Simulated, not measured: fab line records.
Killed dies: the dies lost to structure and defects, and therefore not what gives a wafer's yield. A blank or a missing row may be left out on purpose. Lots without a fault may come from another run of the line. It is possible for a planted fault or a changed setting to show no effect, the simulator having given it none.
Matching of chambers | flow berkeley cmos170 | UCB170_V2_ETCH_14 on rie diel-03: 4 sister chambers
The step etches SiO2 in CHF3/CF4/Ar, stops on Al, target depth 1250 nm, time 291 s. 4 wafers are shown with their chamber, then 7 later ones without.

EACH WAFER AND ITS CHAMBER
wafer  | chamber | throttle valve pct (%)
L179.5 | 0       | 6.69
L187.5 | 3       | 6.97
L188.1 | 1       | 7.00
L188.2 | 2       | 6.91

WAFERS WITHOUT THEIR CHAMBER
wafer  | throttle valve pct (%)
L188.3 | 6.68
L193.1 | 6.99
L193.2 | 7.00
L193.3 | 6.68
L196.2 | 6.69
L196.3 | 7.00
L196.4 | 6.88

THE CHAMBER EACH PASSED THROUGH
wafer  | from the rows above     | in truth
L188.3 | 0                       | 0
L193.1 | can't be placed: 1 or 3 | 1
L193.2 | 1                       | 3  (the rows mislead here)
L193.3 | 0                       | 0
L196.2 | 0                       | 0
L196.3 | 1                       | 1
L196.4 | 2                       | 2
Correctly placed: 5 of 7. Can't be placed from these rows: 1 (the true chamber is among the candidates in 1). Placed wrongly: 1.
How it was worked out, from the rows above alone: a wafer's distance from a chamber is the root of the sum, over the readings, of the square of ((its reading less the chamber's mean) divided by the reading's scatter). If the next closest chamber is less than 2 further off than the closest, the wafer can't be placed; otherwise it belongs to the closest. A chamber's mean is the mean of its shown wafers. The scatter: root of mean squared gap, hidden wafer to nearest shown wafer, with one shown wafer a chamber.
